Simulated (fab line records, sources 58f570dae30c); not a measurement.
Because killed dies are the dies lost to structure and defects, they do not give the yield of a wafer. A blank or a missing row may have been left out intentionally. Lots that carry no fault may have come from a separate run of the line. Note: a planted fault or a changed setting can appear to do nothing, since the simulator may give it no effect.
Which tool is to blame? || flow berkeley cmos170 || 14 lots, 42 wafers sampled, at 6 steps of a route of 331

## WHAT THE GAUGES SHOWED, per wafer
UCB170_NVT_TW_MEAS_09.
{"lot": "L667", "measured": "day 6 02:04", "on": "film metro-01", "NVT_TW": "528 528 529"}
{"lot": "L669", "measured": "day 6 02:16", "on": "film metro-03", "NVT_TW": "517 514 518"}
{"lot": "L668", "measured": "day 6 02:31", "on": "film metro-03", "NVT_TW": "517 515 514"}
{"lot": "L672", "measured": "day 7 00:35", "on": "film metro-04", "NVT_TW": "530 532 530"}
{"lot": "L674", "measured": "day 7 12:40", "on": "film metro-01", "NVT_TW": "530 533 530"}
{"lot": "L679", "measured": "day 8 11:41", "on": "film metro-03", "NVT_TW": "514 519 516"}
{"lot": "L680", "measured": "day 8 11:47", "on": "film metro-01", "NVT_TW": "532 532 530"}
{"lot": "L681", "measured": "day 8 15:19", "on": "film metro-04", "NVT_TW": "533 532 533"}
{"lot": "L683", "measured": "day 9 02:16", "on": "film metro-01", "NVT_TW": "528 532 532"}
{"lot": "L684", "measured": "day 9 02:19", "on": "film metro-03", "NVT_TW": "516 518 519"}
{"lot": "L686", "measured": "day 9 15:44", "on": "film metro-04", "NVT_TW": "524 525 527"}
{"lot": "L687", "measured": "day 10 01:08", "on": "film metro-03", "NVT_TW": "519 514 517"}
{"lot": "L688", "measured": "day 10 01:23", "on": "film metro-03", "NVT_TW": "518 514 515"}
{"lot": "L689", "measured": "day 10 17:03", "on": "film metro-01", "NVT_TW": "533 533 532"}

UCB170_SPACER_THK_MEAS_01.
{"lot": "L667", "measured": "day 6 20:04", "on": "film metro-01", "SPACER_TEOS_THK (nm)": "377 376 374"}
{"lot": "L669", "measured": "day 6 20:00", "on": "film metro-01", "SPACER_TEOS_THK (nm)": "373 381 369"}
{"lot": "L668", "measured": "day 6 20:01", "on": "film metro-03", "SPACER_TEOS_THK (nm)": "377 377 384"}
{"lot": "L672", "measured": "day 7 21:31", "on": "film metro-01", "SPACER_TEOS_THK (nm)": "326 316 323 326 316 323"}
{"lot": "L674", "measured": "day 8 08:52", "on": "film metro-01", "SPACER_TEOS_THK (nm)": "321 327 337 321 327 337"}
{"lot": "L679", "measured": "day 9 08:08", "on": "film metro-01", "SPACER_TEOS_THK (nm)": "373 374 378"}
{"lot": "L680", "measured": "day 9 07:29", "on": "film metro-03", "SPACER_TEOS_THK (nm)": "375 384 382"}
{"lot": "L681", "measured": "day 9 09:43", "on": "film metro-03", "SPACER_TEOS_THK (nm)": "379 376 382"}
{"lot": "L683", "measured": "day 9 20:32", "on": "film metro-03", "SPACER_TEOS_THK (nm)": "363 373 370"}
{"lot": "L684", "measured": "day 9 20:17", "on": "film metro-03", "SPACER_TEOS_THK (nm)": "374 378 377"}
{"lot": "L686", "measured": "day 10 13:31", "on": "film metro-03", "SPACER_TEOS_THK (nm)": "376 385 383"}
{"lot": "L687", "measured": "day 11 00:26", "on": "film metro-01", "SPACER_TEOS_THK (nm)": "370 375 376"}
{"lot": "L688", "measured": "day 11 00:49", "on": "film metro-01", "SPACER_TEOS_THK (nm)": "372 381 383"}
{"lot": "L689", "measured": "day 11 12:26", "on": "film metro-01", "SPACER_TEOS_THK (nm)": "373 378 380"}

UCB170_CONTACT_THK_MEAS_02.
{"lot": "L667", "measured": "day 7 07:31", "on": "film metro-04", "CONTACT_PSG_THK (nm)": "708 710 708"}
{"lot": "L669", "measured": "day 7 05:44", "on": "film metro-01", "CONTACT_PSG_THK (nm)": "711 715 709"}
{"lot": "L668", "measured": "day 7 07:31", "on": "film metro-02", "CONTACT_PSG_THK (nm)": "688 691 700"}
{"lot": "L672", "measured": "day 8 16:39", "on": "film metro-04", "CONTACT_PSG_THK (nm)": "701 695 694"}
{"lot": "L674", "measured": "day 9 01:48", "on": "film metro-04", "CONTACT_PSG_THK (nm)": "694 697 694"}
{"lot": "L679", "measured": "day 9 22:58", "on": "film metro-02", "CONTACT_PSG_THK (nm)": "701 707 705"}
{"lot": "L680", "measured": "day 9 22:58", "on": "film metro-04", "CONTACT_PSG_THK (nm)": "693 695 695"}
{"lot": "L681", "measured": "day 10 00:45", "on": "film metro-02", "CONTACT_PSG_THK (nm)": "700 698 699"}
{"lot": "L683", "measured": "day 10 12:58", "on": "film metro-04", "CONTACT_PSG_THK (nm)": "708 711 706"}
{"lot": "L684", "measured": "day 10 11:19", "on": "film metro-04", "CONTACT_PSG_THK (nm)": "708 704 697"}
{"lot": "L686", "measured": "day 11 03:32", "on": "film metro-04", "CONTACT_PSG_THK (nm)": "704 705 702"}
{"lot": "L687", "measured": "day 11 14:25", "on": "film metro-04", "CONTACT_PSG_THK (nm)": "696 693 698"}
{"lot": "L688", "measured": "day 11 13:39", "on": "film metro-02", "CONTACT_PSG_THK (nm)": "697 694 697"}
{"lot": "L689", "measured": "day 12 02:40", "on": "film metro-04", "CONTACT_PSG_THK (nm)": "687 690 681"}

## WHICH TOOL RAN EACH LOT (tool, then ch and the chambers of the sampled wafers, then the start)
{"lot": "L667", "UCB170_SPACER_CVD_00": "pecvd-03 ch 0,1,2, day 6 19:59", "UCB170_SPACER_ETCHBACK_03": "rie diel-03 ch 0,2,3, day 6 22:15", "UCB170_SILICIDE_RTA_04": "rtp anneal-02 ch 0, day 7 04:20"}
{"lot": "L669", "UCB170_SPACER_CVD_00": "pecvd-03 ch 0,1,2, day 6 19:56", "UCB170_SPACER_ETCHBACK_03": "rie diel-03 ch 2,3, day 6 22:10", "UCB170_SILICIDE_RTA_04": "rtp anneal-01 ch 0, day 7 03:41"}
{"lot": "L668", "UCB170_SPACER_CVD_00": "pecvd-02 ch 1,2, day 6 19:56", "UCB170_SPACER_ETCHBACK_03": "rie diel-02 ch 1,2,3, day 6 22:10", "UCB170_SILICIDE_RTA_04": "rtp anneal-01 ch 0, day 7 04:10"}
{"lot": "L672", "UCB170_SPACER_CVD_00": "pecvd-03 ch 0,2, day 7 21:28", "UCB170_SPACER_ETCHBACK_03": "rie diel-03 ch 1,2,3, day 8 04:30", "UCB170_SILICIDE_RTA_04": "rtp anneal-02 ch 0, day 8 13:02"}
{"lot": "L674", "UCB170_SPACER_CVD_00": "pecvd-03 ch 0,2, day 8 08:50", "UCB170_SPACER_ETCHBACK_03": "rie diel-02 ch 1,2,3, day 8 18:13", "UCB170_SILICIDE_RTA_04": "rtp anneal-01 ch 0, day 8 23:41"}
{"lot": "L679", "UCB170_SPACER_CVD_00": "pecvd-02 ch 0,1,2, day 9 08:05", "UCB170_SPACER_ETCHBACK_03": "rie diel-03 ch 1,2,3, day 9 10:12", "UCB170_SILICIDE_RTA_04": "rtp anneal-02 ch 0, day 9 20:32"}
{"lot": "L680", "UCB170_SPACER_CVD_00": "pecvd-02 ch 0,1,2, day 9 07:26", "UCB170_SPACER_ETCHBACK_03": "rie diel-03 ch 1,3, day 9 10:08", "UCB170_SILICIDE_RTA_04": "rtp anneal-02 ch 0, day 9 20:36"}
{"lot": "L681", "UCB170_SPACER_CVD_00": "pecvd-01 ch 0,1,2, day 9 09:40", "UCB170_SPACER_ETCHBACK_03": "rie diel-03 ch 0,1, day 9 14:58", "UCB170_SILICIDE_RTA_04": "rtp anneal-02 ch 0, day 9 21:26"}
{"lot": "L683", "UCB170_SPACER_CVD_00": "pecvd-01 ch 0,1,2, day 9 20:22", "UCB170_SPACER_ETCHBACK_03": "rie diel-01 ch 0,1,3, day 10 00:14", "UCB170_SILICIDE_RTA_04": "rtp anneal-01 ch 0, day 10 09:17"}
{"lot": "L684", "UCB170_SPACER_CVD_00": "pecvd-02 ch 0,1,2, day 9 20:09", "UCB170_SPACER_ETCHBACK_03": "rie diel-02 ch 1,2,3, day 10 00:14", "UCB170_SILICIDE_RTA_04": "rtp anneal-02 ch 0, day 10 09:08"}
{"lot": "L686", "UCB170_SPACER_CVD_00": "pecvd-01 ch 0,1,2, day 10 13:27", "UCB170_SPACER_ETCHBACK_03": "rie diel-03 ch 1,2,3, day 10 17:10", "UCB170_SILICIDE_RTA_04": "rtp anneal-02 ch 0, day 11 01:29"}
{"lot": "L687", "UCB170_SPACER_CVD_00": "pecvd-01 ch 0,1,2, day 11 00:23", "UCB170_SPACER_ETCHBACK_03": "rie diel-03 ch 0,2, day 11 04:36", "UCB170_SILICIDE_RTA_04": "rtp anneal-02 ch 0, day 11 11:27"}
{"lot": "L688", "UCB170_SPACER_CVD_00": "pecvd-03 ch 0,1,2, day 11 00:46", "UCB170_SPACER_ETCHBACK_03": "rie diel-01 ch 0,1,2, day 11 04:36", "UCB170_SILICIDE_RTA_04": "rtp anneal-01 ch 0, day 11 11:36"}
{"lot": "L689", "UCB170_SPACER_CVD_00": "pecvd-01 ch 1,2, day 11 12:22", "UCB170_SPACER_ETCHBACK_03": "rie diel-03 ch 0,1,2, day 11 16:53", "UCB170_SILICIDE_RTA_04": "rtp anneal-02 ch 0, day 11 22:16"}
- UCB170_SPACER_CVD_00: deposits SiO2 from TEOS/O2, target thk 376 nm, time 47 s.
- UCB170_SPACER_ETCHBACK_03: etches SiO2 in CHF3/CF4/Ar, stops on Si, target depth 376 nm, time 100 s.
- UCB170_SILICIDE_RTA_04: time 15 s.

## AS READ BY THE TOOLS THEMSELVES (means over the sampled wafers that have a number; for cases with no such wafer, the mark the record gives instead)
UCB170_SPACER_CVD_00.
{"lot": "L667", "tool": "pecvd-03", "heater power w (W)": 291, "pressure mtorr (mTorr)": 9007}
{"lot": "L669", "tool": "pecvd-03", "heater power w (W)": 300, "pressure mtorr (mTorr)": 9008}
{"lot": "L668", "tool": "pecvd-02", "heater power w (W)": 254, "pressure mtorr (mTorr)": 8985}
{"lot": "L672", "tool": "pecvd-03", "heater power w (W)": 275, "pressure mtorr (mTorr)": 9005}
{"lot": "L674", "tool": "pecvd-03", "heater power w (W)": 233, "pressure mtorr (mTorr)": 9010}
{"lot": "L679", "tool": "pecvd-02", "heater power w (W)": 246, "pressure mtorr (mTorr)": 9003}
{"lot": "L680", "tool": "pecvd-02", "heater power w (W)": 222, "pressure mtorr (mTorr)": 8985}
{"lot": "L681", "tool": "pecvd-01", "heater power w (W)": 189, "pressure mtorr (mTorr)": 9011}
{"lot": "L683", "tool": "pecvd-01", "heater power w (W)": 191, "pressure mtorr (mTorr)": 9003}
{"lot": "L684", "tool": "pecvd-02", "heater power w (W)": 254, "pressure mtorr (mTorr)": 9011}
{"lot": "L686", "tool": "pecvd-01", "heater power w (W)": 191, "pressure mtorr (mTorr)": 9006}
{"lot": "L687", "tool": "pecvd-01", "heater power w (W)": 215, "pressure mtorr (mTorr)": 9007}
{"lot": "L688", "tool": "pecvd-03", "heater power w (W)": 312, "pressure mtorr (mTorr)": 9009}
{"lot": "L689", "tool": "pecvd-01", "heater power w (W)": 200, "pressure mtorr (mTorr)": 9010}

UCB170_SPACER_ETCHBACK_03.
{"lot": "L667", "tool": "rie diel-03", "drypump motor current A (A)": 6.0, "oes product au (a.u.)": 0.900, "throttle valve pct (%)": 6.44}
{"lot": "L669", "tool": "rie diel-03", "drypump motor current A (A)": 6.0, "oes product au (a.u.)": 0.888, "throttle valve pct (%)": 6.41}
{"lot": "L668", "tool": "rie diel-02", "drypump motor current A (A)": 5.9, "oes product au (a.u.)": 0.911, "throttle valve pct (%)": 6.50}
{"lot": "L672", "tool": "rie diel-03", "drypump motor current A (A)": 6.2, "oes product au (a.u.)": 0.796, "throttle valve pct (%)": 6.41}
{"lot": "L674", "tool": "rie diel-02", "drypump motor current A (A)": 5.9, "oes product au (a.u.)": 0.818, "throttle valve pct (%)": 6.49}
{"lot": "L679", "tool": "rie diel-03", "drypump motor current A (A)": 6.2, "oes product au (a.u.)": 0.891, "throttle valve pct (%)": 6.43}
{"lot": "L680", "tool": "rie diel-03", "drypump motor current A (A)": 5.9, "oes product au (a.u.)": 0.889, "throttle valve pct (%)": 6.41}
{"lot": "L681", "tool": "rie diel-03", "drypump motor current A (A)": 5.8, "oes product au (a.u.)": 0.890, "throttle valve pct (%)": 6.48}
{"lot": "L683", "tool": "rie diel-01", "drypump motor current A (A)": 5.4, "oes product au (a.u.)": 0.875, "throttle valve pct (%)": 6.49}
{"lot": "L684", "tool": "rie diel-02", "drypump motor current A (A)": 5.8, "oes product au (a.u.)": 0.895, "throttle valve pct (%)": 6.49}
{"lot": "L686", "tool": "rie diel-03", "drypump motor current A (A)": 6.2, "oes product au (a.u.)": 0.909, "throttle valve pct (%)": 6.43}
{"lot": "L687", "tool": "rie diel-03", "drypump motor current A (A)": 5.9, "oes product au (a.u.)": 0.891, "throttle valve pct (%)": 6.47}
{"lot": "L688", "tool": "rie diel-01", "drypump motor current A (A)": 5.4, "oes product au (a.u.)": 0.895, "throttle valve pct (%)": 6.52}
{"lot": "L689", "tool": "rie diel-03", "drypump motor current A (A)": 6.2, "oes product au (a.u.)": 0.894, "throttle valve pct (%)": 6.46}

UCB170_SILICIDE_RTA_04.
{"lot": "L667", "tool": "rtp anneal-02", "chamber o2 ppm": 1.989, "lamp power pct (%)": 12.4, "wafer_temp_C_max": 652.8}
{"lot": "L669", "tool": "rtp anneal-01", "chamber o2 ppm": 1.987, "lamp power pct (%)": 9.1, "wafer_temp_C_max": 654.3}
{"lot": "L668", "tool": "rtp anneal-01", "chamber o2 ppm": 2.030, "lamp power pct (%)": 9.1, "wafer_temp_C_max": 654.2}
{"lot": "L672", "tool": "rtp anneal-02", "chamber o2 ppm": 1.994, "lamp power pct (%)": 12.4, "wafer_temp_C_max": 652.8}
{"lot": "L674", "tool": "rtp anneal-01", "chamber o2 ppm": 2.004, "lamp power pct (%)": 9.1, "wafer_temp_C_max": 654.2}
{"lot": "L679", "tool": "rtp anneal-02", "chamber o2 ppm": 1.977, "lamp power pct (%)": 12.4, "wafer_temp_C_max": 652.8}
{"lot": "L680", "tool": "rtp anneal-02", "chamber o2 ppm": 2.014, "lamp power pct (%)": 12.4, "wafer_temp_C_max": 653.0}
{"lot": "L681", "tool": "rtp anneal-02", "chamber o2 ppm": 1.997, "lamp power pct (%)": 12.4, "wafer_temp_C_max": 653.0}
{"lot": "L683", "tool": "rtp anneal-01", "chamber o2 ppm": 1.988, "lamp power pct (%)": 9.1, "wafer_temp_C_max": 654.3}
{"lot": "L684", "tool": "rtp anneal-02", "chamber o2 ppm": 1.988, "lamp power pct (%)": 12.4, "wafer_temp_C_max": 653.5}
{"lot": "L686", "tool": "rtp anneal-02", "chamber o2 ppm": 1.985, "lamp power pct (%)": 12.4, "wafer_temp_C_max": 653.8}
{"lot": "L687", "tool": "rtp anneal-02", "chamber o2 ppm": 2.013, "lamp power pct (%)": 12.4, "wafer_temp_C_max": 653.1}
{"lot": "L688", "tool": "rtp anneal-01", "chamber o2 ppm": 1.979, "lamp power pct (%)": 9.1, "wafer_temp_C_max": 654.6}
{"lot": "L689", "tool": "rtp anneal-02", "chamber o2 ppm": 2.012, "lamp power pct (%)": 12.4, "wafer_temp_C_max": 653.3}

## THE ANSWER, worked out from the rows above alone
Rule: the usual values come from the lots themselves. The widest of any qualifying gaps counts: lots, ordered by their means at a reading, are off when they make up no more than a third of the lots, leave a main group of 4 or more, and stand apart from it by 3 or more times the standard deviation of that group's means. Not used: any main group whose means are identical at the precision the tables above print for the reading. Also off: a lot with no number at a reading for which 4 or more lots have one. The other lots that the step has rows for count as sound. Order of review: gauges by route order, followed by the tools' own readings, for which a lot's mean as printed above is used. The first step at which some lot is off is used, and at that step the reading that is off furthest; a lot without a number counts as furthest.
Off: L672, L674, at UCB170_SPACER_THK_MEAS_01 (SPACER_TEOS_THK). Mean 377 nm and standard deviation 3.3 in the main group.
A tool fits if, at a process step before that reading, it ran every lot that is off, and no sound lot after the first of them. The gauges at UCB170_SPACER_THK_MEAS_01 aren't tried: what is off there is off at UCB170_SPACER_ETCHBACK_03 too, on other tools, and a gauge's error can't cause that. No candidate that was tried fits.

## WHAT THE SIMULATOR PUT IN
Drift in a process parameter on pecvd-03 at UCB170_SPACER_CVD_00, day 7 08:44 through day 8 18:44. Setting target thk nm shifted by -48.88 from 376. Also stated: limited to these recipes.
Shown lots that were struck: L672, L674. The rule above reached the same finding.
